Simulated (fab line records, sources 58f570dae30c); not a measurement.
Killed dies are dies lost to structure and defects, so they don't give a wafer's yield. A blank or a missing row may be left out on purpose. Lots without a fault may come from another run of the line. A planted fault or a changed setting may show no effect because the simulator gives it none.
fab line records | flow berkeley_cmos170
record lots=5 wafers=23
route steps=331 shown V2@306 M3@314
start_h: hours from the record's first day to the start of the lot's first wafer shown | wait_h: hours since the lot's step before | " the same as in the row above | L1.1+2: a row that stands for several wafers | - no value, or no start given | * or withheld: withheld | < > ~ a bound
route shown NAME@n: a module of which the file shows steps, and the number in the route of the first | usual: mean/standard deviation of fault-free wafers | same: alike in all rows | chamber/n: place in a boat | sites: the reading at each site | _std_site: their standard deviation | _edge_site: outer sites' mean less inner sites' | radius_mm: how far each site lies from the wafer's centre | mask NAME#n: copy n | behind: the tool/chamber that last shaped the wafer | hold: why the lot was held/for how many hours/how that ended | device: the transistor (n, p or np) that didn't switch | end of line: the same wafers' tests at the end of the route | a step without rows: its recipe alone | killed: dies lost to structure and defects at the first sort, not the wafer's yield | map: a wafer's dies, x killed, . not, _ none there
set.NAME: the setting as run; set.NAME@STEP: as run at that earlier step | model.NAME: the simulator's own value behind a step, which no gauge read
lots whose settings were changed on purpose; a table a step, a row a wafer
## steps
# step UCB170_V2_ETCH_14
# recipe chemistry=CHF3/CF4/Ar target=SiO2 stop_on=Al CHF3_flow_sccm=45 cf4_flow_sccm=15 Ar_flow_sccm=150 pressure_mtorr=200 rf_w=700 target_depth_a=12500 over_etch_frac=0.25 time_s=291
# columns lot.wafer tool chamber start_h wait_h set.time_s model.KrF_of_V2_COAT_07.thk_nm
L074.3 rie_diel-02 2 185.51 0.0 291 612
L074.4 " 3 " " 291 615.4
L074.5 " 0 " " 291 596.4
L077.2 rie_diel-01 1 193.84 0.0 291 602
L077.3 " 3 " " 278.5 611.7
L077.4 " 2 " " 291 609
L077.5 " 0 " " 278.5 621.4
L077.6 " 3 " " 291 599.1
L082.1 rie_diel-01 3 232.83 0.0 291 607.1
L082.2 " 0 " " 291 614.8
L082.3 " 2 " " 291 615.4
L082.4 " 1 " " 263.2 636.6
L082.5 " 2 " " 263.2 641.2
L081.1 rie_diel-02 1 233.11 0.0 291 612.9
L081.2 " 2 " " 291 615.9
L081.3 " 0 " " 305.4 590.2
L081.4 " 3 " " 305.4 601.2
L081.6 " 3 " " 305.4 603.4
L085.1 rie_diel-02 0 239.57 0.0 291 614.7
L085.2 " 1 " " 316.7 593.2
L085.3 " 3 " " 291 625.7
L085.4 " 2 " " 316.7 597.2
L085.6 " 1 " " 291 618.7
# step UCB170_V2_STRIP_15
# recipe chemistry=O2 power_w=400 pressure_mtorr=3500 platen_temp_c=withheld o2_flow_sccm=400 overash_fraction=0.5
# usual strip_time_to_endpoint_s=15.28/0.15
# columns lot.wafer tool chamber start_h wait_h set.time_s@V2_ETCH_14 strip_time_to_endpoint_s
L074.3 plasma_asher-03 0 185.72 0.1 291 15.35
L074.4 " 1 " " 291 15.43
L074.5 " 0 " " 291 14.99
L077.2 plasma_asher-02 1 194.02 0.1 291 15.12
L077.3 " 1 " " 278.5 15.35
L077.4 " 0 " " 291 15.29
L077.5 " 1 " " 278.5 15.58
L077.6 " 0 " " 291 15.04
L082.1 plasma_asher-04 1 233.01 0.1 291 15.24
L082.2 " 0 " " 291 15.42
L082.3 " 0 " " 291 15.45
L082.4 " 1 " " 263.2 15.86
L082.5 " 0 " " 263.2 15.98
L081.1 plasma_asher-03 0 233.29 0.1 291 15.39
L081.2 " 1 " " 291 15.45
L081.3 " 0 " " 305.4 14.84
L081.4 " 1 " " 305.4 15.10
L081.6 " 1 " " 305.4 15.15
L085.1 plasma_asher-04 0 239.75 0.1 291 15.42
L085.2 " 1 " " 316.7 14.91
L085.3 " 0 " " 291 15.66
L085.4 " 1 " " 316.7 15.01
L085.6 " 0 " " 291 15.51
# step UCB170_M3_COAT_05
# recipe resist=KrF spin_rpm=1500 resist_thk_nm=900
# columns lot.wafer tool chamber start_h wait_h set.resist_thk_nm model.KrF_of_M3_COAT_05.thk_nm
L074.3 litho_track-01 0 186.67 0.1 900 905.4
L074.4 " 0 " " 900 898.4
L074.5 " 0 " " 900 899.3
L077.2 litho_track-01 0 195.25 0.1 928.1 928
L077.3 " 0 " " 928.1 927.4
L077.4 " 0 " " 900 898.6
L077.5 " 0 " " 900 900.9
L077.6 " 0 " " 928.1 923.6
L082.1 litho_track-02 0 234.41 0.1 900 899.1
L082.2 " 0 " " 900 900.7
L082.3+5 " 0 " " 869.2 867.7
L082.4 " 0 " " 900 897.7
L081.1 litho_track-04 0 234.45 0.1 924.6 924.6
L081.2 " 0 " " 900 900.9
L081.3 " 0 " " 900 900.6
L081.4 " 0 " " 900 898.7
L081.6 " 0 " " 924.6 924.7
L085.1 litho_track-02 0 240.62 0.1 924.9 923.1
L085.2 " 0 " " 900 899.8
L085.3 " 0 " " 924.9 925.6
L085.4 " 0 " " 924.9 924
L085.6 " 0 " " 900 898.9
# step UCB170_M3_SOFTBAKE_06
# recipe resist=KrF temp_c=130 time_s=60
# step UCB170_M3_STRIP_07
# recipe chemistry=O2 power_w=400 pressure_mtorr=3500 platen_temp_c=withheld o2_flow_sccm=400 overash_fraction=0.5
# usual strip_time_to_endpoint_s=21.98/0.043
# columns lot.wafer tool chamber start_h wait_h set.resist_thk_nm@M3_COAT_05 strip_time_to_endpoint_s
L074.3 plasma_asher-02 0 186.95 0.1 900 22.11
L074.4 " 1 " " 900 21.92
L074.5 " 0 " " 900 21.95
L077.2 plasma_asher-01 1 195.52 0.1 928.1 22.63
L077.3 " 0 " " 928.1 22.63
L077.4 " 1 " " 900 21.94
L077.5 " 0 " " 900 21.99
L077.6 " 1 " " 928.1 22.55
L082.1 plasma_asher-02 1 234.71 0.1 900 21.96
L082.2 " 0 " " 900 21.98
L082.3 " 1 " " 869.2 21.18
L082.4 " 0 " " 900 21.92
L082.5 " 1 " " 869.2 21.18
L081.1 plasma_asher-01 0 234.75 0.1 924.6 22.56
L081.2 " 1 " " 900 21.99
L081.3 " 1 " " 900 21.99
L081.4 " 0 " " 900 21.95
L081.6 " 1 " " 924.6 22.55
L085.1 plasma_asher-01 0 240.92 0.1 924.9 22.52
L085.2 " 1 " " 900 21.97
L085.3 " 1 " " 924.9 22.59
L085.4 " 0 " " 924.9 22.54
L085.6 " 0 " " 900 21.96
# step UCB170_M3_PEB_13
# recipe peb_temp_c=130 peb_time_s=withheld resist=KrF
# columns lot.wafer tool chamber start_h wait_h set.peb_temp_c
L074.3+4+5 litho_track-04 0 188.26 0.1 130
L077.2+3+4+5+6 litho_track-04 0 196.39 0.1 130
L082.1+4+5 litho_track-02 0 237.06 0.7 131.1
L082.2+3 " 0 " " 130
L081.1+3+6 litho_track-01 0 237.10 0.5 126.3
L081.2+4 " 0 " " 130
L085.1+4 litho_track-04 0 242.15 0.5 130
L085.2+3+6 " 0 " " 128.2
# step UCB170_M3_DEVELOP_14
# recipe developer=TMAH develop_time_s=45 resist=KrF dev_temp_c=21
# step UCB170_M3_CD_MEAS_15
# recipe target_cd_nm=700
# usual cd_nm=700.1/1.6
# columns lot.wafer tool chamber start_h wait_h set.peb_temp_c@M3_PEB_13 cd_nm
L074.3 cd_sem-01 - 188.53 - 130 701.0
L074.4 " - " " 130 700.2
L074.5 " - " " 130 700.5
L077.2 cd_sem-02 - 196.66 - 130 700.7
L077.3 " - " " 130 700.4
L077.4 " - " " 130 698.7
L077.5 " - " " 130 699.3
L077.6 " - " " 130 700.6
L082.1 cd_sem-02 - 237.34 - 131.1 692.1
L082.2 " - " " 130 700.3
L082.3 " - " " 130 700.0
L082.4 " - " " 131.1 691.8
L082.5 " - " " 131.1 692.5
L081.1 cd_sem-01 - 237.38 - 126.3 727.4
L081.2 " - " " 130 698.9
L081.3 " - " " 126.3 727.7
L081.4 " - " " 130 699.2
L081.6 " - " " 126.3 726.6
L085.1 cd_sem-02 - 242.42 - 130 698.7
L085.2 " - " " 128.2 711.9
L085.3 " - " " 128.2 713.1
L085.4 " - " " 130 698.1
L085.6 " - " " 128.2 711.7
# step UCB170_M3_ETCH_17
# recipe chemistry=N2/H2 target_depth_a=withheld overetch_a=withheld target=BARC time_s=withheld source_w=500 bias_w=100 pressure_mtorr=30 n2_flow_sccm=100 h2_flow_sccm=200
# columns lot.wafer tool chamber start_h wait_h set.peb_temp_c@M3_PEB_13 model.M3.cd_nm
L074.3+4+5 rie_diel-03 2,1,1 188.64 0.0 130 700.1
L077.2 rie_diel-04 3 196.79 0.0 130 699.9
L077.3+4 " 1,0 " " 130 699.7
L077.5 " 2 " " 130 699.3
L077.6 " 3 " " 130 700.2
L082.1 rie_diel-02 2 237.50 0.0 131.1 693.2
L082.2 " 0 " " 130 699.6
L082.3 " 3 " " 130 700.2
L082.4 " 1 " " 131.1 692
L082.5 " 0 " " 131.1 692.2
L081.1 rie_diel-03 1 237.53 0.0 126.3 726.9
L081.2 " 2 " " 130 698
L081.3 " 3 " " 126.3 726.7
L081.4 " 2 " " 130 698.3
L081.6 " 3 " " 126.3 726.6
L085.1 rie_diel-02 2 242.58 0.0 130 700.2
L085.2 " 0 " " 128.2 711.6
L085.3 " 1 " " 128.2 713.6
L085.4 " 3 " " 130 698
L085.6 " 0 " " 128.2 711.1
# step UCB170_M3_METAL_ETCH_18
# recipe chemistry=Cl2/BCl3 target=Al stop_on=SiO2 pressure_mtorr=12 target_depth_a=11700 over_etch_frac=0.3 time_s=195 icp_w=600 bias_w=120 Cl2_flow_sccm=90 bcl3_flow_sccm=45
# columns lot.wafer tool chamber start_h wait_h set.peb_temp_c@M3_PEB_13 model.M3.cd_nm
L074.3 rie_metal-03 1 188.75 - 130 700.3
L074.4 " 0 " " 130 706.7
L074.5 " 0 " " 130 709.1
L077.2 rie_metal-04 1 196.83 - 130 696.1
L077.3 " 0 " " 130 700
L077.4 " 1 " " 130 695
L077.5 " 1 " " 130 693.9
L077.6 " 0 " " 130 700.3
L082.1 rie_metal-03 1 237.54 - 131.1 689.7
L082.2 " 0 " " 130 705.7
L082.3 " 0 " " 130 704
L082.4 " 1 " " 131.1 687.7
L082.5 " 1 " " 131.1 686.6
L081.1 rie_metal-01 0 237.57 - 126.3 726.3
L081.2 " 1 " " 130 695.4
L081.3 " 1 " " 126.3 724.8
L081.4 " 0 " " 130 696.8
L081.6 " 1 " " 126.3 722.3
L085.1 rie_metal-01 1 242.62 - 130 697.5
L085.2 " 0 " " 128.2 711.8
L085.3 " 1 " " 128.2 711.9
L085.4 " 0 " " 130 694.5
L085.6 " 0 " " 128.2 711.3
# step UCB170_M3_STRIP_19
# recipe chemistry=O2 power_w=400 pressure_mtorr=3500 platen_temp_c=withheld o2_flow_sccm=400 overash_fraction=0.5
# step UCB170_M3_CD_MEAS_90
# recipe target_cd_nm=700
# usual cd_nm=699/4.9
# columns lot.wafer tool chamber start_h wait_h set.peb_temp_c@M3_PEB_13 cd_nm
L074.3 cd_sem-02 - 189.01 0.1 130 701
L074.4 " - " " 130 707
L074.5 " - " " 130 709
L077.2 cd_sem-01 - 197.14 0.1 130 696
L077.3 " - " " 130 700
L077.4 " - " " 130 695
L077.5 " - " " 130 694
L077.6 " - " " 130 701
L082.1 cd_sem-02 - 237.83 0.1 131.1 689
L082.2 " - " " 130 706
L082.3 " - " " 130 704
L082.4 " - " " 131.1 688
L082.5 " - " " 131.1 687
L081.1 cd_sem-01 - 237.86 0.1 126.3 727
L081.2 " - " " 130 695
L081.3 " - " " 126.3 725
L081.4 " - " " 130 697
L081.6 " - " " 126.3 723
L085.1 cd_sem-01 - 242.91 0.1 130 698
L085.2 " - " " 128.2 712
L085.3 " - " " 128.2 712
L085.4 " - " " 130 695
L085.6 " - " " 128.2 711
## key
split step=UCB170_V2_ETCH_14 setting=time_s stated=291 by=wafer
response step=UCB170_V2_ETCH_14 reading=model.KrF_of_V2_COAT_07.thk_nm change=-2.85 per=1% r=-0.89
response step=UCB170_V2_STRIP_15 reading=strip_time_to_endpoint_s change=* per=1% r=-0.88
split step=UCB170_M3_COAT_05 setting=resist_thk_nm stated=900 by=wafer
response step=UCB170_M3_COAT_05 reading=model.KrF_of_M3_COAT_05.thk_nm change=+8.93 per=1% r=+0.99
response step=UCB170_M3_STRIP_07 reading=strip_time_to_endpoint_s change=* per=1% r=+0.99
split step=UCB170_M3_PEB_13 setting=peb_temp_c stated=130 by=wafer
response step=UCB170_M3_CD_MEAS_15 reading=cd_nm change=-9.91 per=1% r=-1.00
response step=UCB170_M3_ETCH_17 reading=model.M3.cd_nm change=-9.86 per=1% r=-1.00
response step=UCB170_M3_METAL_ETCH_18 reading=model.M3.cd_nm change=-10.9 per=1% r=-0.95
response step=UCB170_M3_CD_MEAS_90 reading=cd_nm change=-11 per=1% r=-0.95
